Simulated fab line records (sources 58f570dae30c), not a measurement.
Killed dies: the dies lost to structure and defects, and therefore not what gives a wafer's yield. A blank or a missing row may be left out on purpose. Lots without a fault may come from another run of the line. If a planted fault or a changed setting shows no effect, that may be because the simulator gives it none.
Chamber matching :: flow berkeley_cmos170 :: 4 sister chambers for UCB170_V1_CMP_02 on cmp-02
The step polishes SiO2. 4 wafers are shown with their chamber, then 8 later ones without.

## EACH WAFER AND ITS CHAMBER
wafer: L876.4
chamber: 0
motor_current_A (A): 15.8

wafer: L886.2
chamber: 1
motor_current_A (A): 14.4

wafer: L886.4
chamber: 2
motor_current_A (A): 15.6

wafer: L888.1
chamber: 3
motor_current_A (A): 16.4

## WAFERS WITH NO CHAMBER GIVEN
wafer: L888.4
motor_current_A (A): 15.7

wafer: L888.5
motor_current_A (A): 15.6

wafer: L891.2
motor_current_A (A): 15.4

wafer: L891.4
motor_current_A (A): 15.6

wafer: L891.6
motor_current_A (A): 15.7

wafer: L892.2
motor_current_A (A): 14.4

wafer: L892.3
motor_current_A (A): 15.5

wafer: L892.5
motor_current_A (A): 15.6

## CHAMBER TAKEN BY EACH
wafer: L888.4
from the rows above: can't be placed: 2 or 0
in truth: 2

wafer: L888.5
from the rows above: 2
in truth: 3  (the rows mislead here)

wafer: L891.2
from the rows above: 2
in truth: 2

wafer: L891.4
from the rows above: 2
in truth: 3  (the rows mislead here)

wafer: L891.6
from the rows above: can't be placed: 2 or 0
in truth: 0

wafer: L892.2
from the rows above: 1
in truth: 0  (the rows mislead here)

wafer: L892.3
from the rows above: 2
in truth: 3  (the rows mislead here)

wafer: L892.5
from the rows above: 2
in truth: 2
Placed correctly: 2 of 8. Cannot be placed on the basis of these rows: 2; the candidates contain the true chamber in 2. Number placed wrongly: 4.
How it was worked out, from the rows above alone: a wafer's distance from a chamber is the root of the sum, over the readings, of the square of ((its reading less the chamber's mean) divided by the reading's scatter). If the next closest chamber is less than 2 further off than the closest, the wafer can't be placed; otherwise it belongs to the closest. Each chamber's mean is taken over the wafers shown for it. The scatter: root of mean squared gap, hidden wafer to nearest shown wafer, with one shown wafer a chamber.
